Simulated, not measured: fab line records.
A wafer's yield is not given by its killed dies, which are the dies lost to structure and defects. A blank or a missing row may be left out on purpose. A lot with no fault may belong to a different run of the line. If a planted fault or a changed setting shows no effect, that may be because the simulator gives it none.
Which of the tools did it? + flow berkeley cmos170 + 15 lots, 45 wafers sampled, at 5 steps of a route of 331

## WHAT THE GAUGES READ, wafer by wafer
UCB170_WELLDRIVE_THK_MEAS_02.
| lot  | measured    | on            | WELLDRIVE_OXIDE_THK (nm) |
|------|-------------|---------------|--------------------------|
| L801 | day 4 05:50 | film metro-01 | 203 201 200              |
| L802 | day 4 05:51 | film metro-03 | 196 197 197              |
| L803 | day 4 05:53 | film metro-03 | 195 192 194              |
| L805 | day 5 08:15 | film metro-03 | 195 197 197              |
| L806 | day 5 08:17 | film metro-02 | 197 195 195              |
| L807 | day 5 08:15 | film metro-01 | 201 197 195              |
| L808 | day 5 20:30 | film metro-03 | 177 180 175              |
| L809 | day 5 20:31 | film metro-02 | 178 176 178              |
| L810 | day 6 04:06 | film metro-03 | 175 177 175              |
| L812 | day 6 10:17 | film metro-01 | 201 203 204              |
| L817 | day 7 17:17 | film metro-02 | 200 201 200              |
| L819 | day 8 04:49 | film metro-02 | 202 202 206              |
| L821 | day 8 13:08 | film metro-01 | 196 196 196              |
| L822 | day 8 13:08 | film metro-02 | 205 206 205              |
| L823 | day 8 21:01 | film metro-01 | 198 200 199              |

UCB170_GATE_THK_MEAS_02.
| lot  | measured     | on            | GATE_OXIDE_THK (nm) |
|------|--------------|---------------|---------------------|
| L801 | day 7 05:09  | film metro-01 | 6.71 6.61 6.80      |
| L802 | day 7 05:14  | film metro-01 | 6.71 6.78 6.67      |
| L803 | day 7 05:09  | film metro-03 | 6.79 6.70 6.71      |
| L805 | day 8 09:17  | film metro-01 | 6.55 6.43 6.63      |
| L806 | day 8 09:19  | film metro-02 | 6.56 6.62 6.61      |
| L807 | day 8 09:17  | film metro-03 | 6.55 6.77 6.63      |
| L808 | day 8 22:17  | film metro-03 | 6.69 6.61 6.61      |
| L809 | day 8 22:18  | film metro-01 | 6.54 6.62 6.63      |
| L810 | day 8 22:21  | film metro-01 | 6.72 6.69 6.67      |
| L812 | day 8 22:21  | film metro-03 | 6.49 6.54 6.41      |
| L817 | day 10 07:49 | film metro-03 | 6.72 6.81 6.88      |
| L819 | day 10 23:14 | film metro-03 | 6.61 6.63 6.74      |
| L821 | day 11 21:10 | film metro-01 | 6.71 6.76 6.74      |
| L822 | day 11 13:11 | film metro-02 | 6.35 6.27 6.50      |
| L823 | day 11 13:11 | film metro-01 | 6.70 6.63 6.67      |

UCB170_SDANNEAL_RS_MEAS_04: a four-point-probe measurement.
| lot  | measured     | on            | PLDD_RS (ohm/sq)     |
|------|--------------|---------------|----------------------|
| L801 | day 8 05:59  | film metro-02 | 1028.5 1028.0 1027.8 |
| L802 | day 8 06:16  | film metro-04 | 1033.4 1030.2 1031.9 |
| L803 | day 8 05:43  | film metro-03 | 1028.4 1029.1 1026.2 |
| L805 | day 9 09:16  | film metro-04 | 1027.9 1026.2 1028.6 |
| L806 | day 9 08:49  | film metro-04 | 1030.0 1031.9 1032.9 |
| L807 | day 9 09:26  | film metro-03 | 1031.9 1030.3 1031.6 |
| L808 | day 9 23:56  | film metro-03 | 1033.7 1031.3 1032.9 |
| L809 | day 10 00:49 | film metro-04 | 1035.8 1033.7 1032.7 |
| L810 | day 10 01:03 | film metro-03 | 1027.3 1025.8 1027.8 |
| L812 | day 10 00:23 | film metro-02 | 1035.2 1032.8 1031.5 |
| L817 | day 11 13:13 | film metro-03 | 1028.7 1027.2 1027.2 |
| L819 | day 12 05:32 | film metro-04 | 1033.8 1033.6 1033.3 |
| L821 | day 13 01:10 | film metro-03 | 1028.0 1028.4 1027.7 |
| L822 | day 12 17:14 | film metro-03 | 1029.8 1029.7 1029.6 |
| L823 | day 12 16:52 | film metro-02 | 1033.3 1035.0 1034.3 |

UCB170_M3_RS_MEAS_02: a four-point-probe measurement.
| lot  | measured     | on            | M3_AL_RS (ohm/sq)    |
|------|--------------|---------------|----------------------|
| L801 | day 9 03:29  | film metro-03 | 0.0324 0.0328 0.0328 |
| L802 | day 9 05:25  | film metro-04 | 0.0326 0.0326 0.0326 |
| L803 | day 9 04:13  | film metro-03 | 0.0321 0.0319 0.0320 |
| L805 | day 10 03:58 | film metro-03 | 0.0328 0.0329 0.0327 |
| L806 | day 10 03:25 | film metro-04 | 0.0322 0.0323 0.0322 |
| L807 | day 10 05:14 | film metro-02 | 0.0319 0.0324 0.0323 |
| L808 | day 10 19:15 | film metro-02 | 0.0327 0.0330 0.0326 |
| L809 | day 10 22:10 | film metro-04 | 0.0329 0.0331 0.0329 |
| L810 | day 10 22:25 | film metro-02 | 0.0325 0.0325 0.0324 |
| L812 | day 10 21:03 | film metro-02 | 0.0328 0.0329 0.0328 |
| L817 | day 12 07:37 | film metro-04 | 0.0319 0.0322 0.0324 |
| L819 | day 13 05:14 | film metro-03 | 0.0325 0.0327 0.0324 |
| L821 | day 13 20:50 | film metro-03 | 0.0329 0.0328 0.0323 |
| L822 | day 13 14:25 | film metro-02 | 0.0327 0.0334 0.0333 |
| L823 | day 13 12:52 | film metro-02 | 0.0323 0.0326 0.0323 |

## WHICH TOOL RAN EACH LOT (tool, then ch and the chambers of the sampled wafers, then the start)
| lot  | UCB170_WELLDRIVE_OXIDATION_01 |
|------|-------------------------------|
| L801 | furnace-04 ch 0, day 4 02:20  |
| L802 | furnace-04 ch 0, day 4 02:20  |
| L803 | furnace-04 ch 0, day 4 02:20  |
| L805 | furnace-02 ch 0, day 5 04:45  |
| L806 | furnace-02 ch 0, day 5 04:45  |
| L807 | furnace-02 ch 0, day 5 04:45  |
| L808 | furnace-02 ch 0, day 5 17:00  |
| L809 | furnace-02 ch 0, day 5 17:00  |
| L810 | furnace-02 ch 0, day 6 00:36  |
| L812 | furnace-01 ch 0, day 6 06:47  |
| L817 | furnace-01 ch 0, day 7 13:46  |
| L819 | furnace-01 ch 0, day 8 01:16  |
| L821 | furnace-04 ch 0, day 8 09:38  |
| L822 | furnace-04 ch 0, day 8 09:38  |
| L823 | furnace-04 ch 0, day 8 17:31  |
- UCB170_WELLDRIVE_OXIDATION_01: target thk 199 nm, ox time 9000 s.

## WHAT THE TOOLS THEMSELVES READ (means of the sampled wafers that have a number; where no wafer has one, the mark that the record gives instead)
UCB170_WELLDRIVE_OXIDATION_01.
| lot  | tool       | spike tc centre C (C) | spike tc load C (C) | spike tc source C (C) |
|------|------------|-----------------------|---------------------|-----------------------|
| L801 | furnace-04 | 1104.9                | 1128.8              | 1131                  |
| L802 | furnace-04 | 1104.0                | 1129.1              | 1130                  |
| L803 | furnace-04 | 1105.1                | 1129.0              | 1130                  |
| L805 | furnace-02 | 1102.6                | 1123.8              | 1124                  |
| L806 | furnace-02 | 1102.1                | 1124.6              | 1124                  |
| L807 | furnace-02 | 1101.5                | 1124.2              | 1124                  |
| L808 | furnace-02 | 1086.7                | 1109.0              | 1109                  |
| L809 | furnace-02 | 1084.1                | 1108.3              | 1106                  |
| L810 | furnace-02 | 1085.8                | 1108.2              | 1107                  |
| L812 | furnace-01 | 1102.1                | 1124.9              | 1135                  |
| L817 | furnace-01 | 1102.0                | 1125.9              | 1133                  |
| L819 | furnace-01 | 1102.0                | 1124.1              | 1133                  |
| L821 | furnace-04 | 1104.0                | 1129.3              | 1131                  |
| L822 | furnace-04 | 1104.8                | 1129.9              | 1130                  |
| L823 | furnace-04 | 1104.7                | 1128.2              | 1130                  |

## THE ANSWER, worked out from the rows above alone
Rule: the usual values come from the lots themselves. Put in order of their means at a reading, lots are off if they are a third of the lots or fewer, leave a main group of 4 or more, and stand apart from it by a gap of 3 or more times the standard deviation of the main group's means; of several such gaps the widest counts. A main group whose means are all the same, to the digits that the tables above print for the reading, isn't used. Also off: a lot with no number at a reading for which 4 or more lots have one. All remaining lots with rows at the step are treated as sound. Order of review: gauges by route order, followed by the tools' own readings, for which a lot's mean as printed above is used. The first step at which some lot is off is used, and at that step the reading that is off furthest; a lot without a number counts as furthest.
Off: at UCB170_WELLDRIVE_THK_MEAS_02 (WELLDRIVE_OXIDE_THK), L808, L809, L810. For the main group the mean is 199 nm and the standard deviation 3.4.
If a tool, at a process step before that reading, ran all the lots that are off and no sound lot after the first of them, it fits. The gauges at UCB170_WELLDRIVE_THK_MEAS_02 aren't tried: what is off there is off at UCB170_WELLDRIVE_OXIDATION_01 too, on other tools, and a gauge's error can't cause that. One candidate fits, namely furnace-02 at UCB170_WELLDRIVE_OXIDATION_01. A fault onset in the window from L805 (day 5 04:45, its last sound lot) to L808 (day 5 17:00, its first lot off) fits.
The tool's own readings at UCB170_WELLDRIVE_OXIDATION_01 bear it out: on the lots that are off they differ by more than 5 times the standard deviation of the sound lots' means. spike tc centre C reads 1085.5 C there against 1103.3 C on the sound lots; spike tc load C reads 1108.5 C there against 1126.8 C on the sound lots; spike tc source C reads 1107 C there against 1130 C on the sound lots.

## WHAT THE SIMULATOR PUT IN
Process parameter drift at UCB170_WELLDRIVE_OXIDATION_01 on furnace-02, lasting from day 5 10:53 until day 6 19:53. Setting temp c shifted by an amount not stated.
Struck lots among those shown: L808, L809, L810. The rule given above showed the same thing.
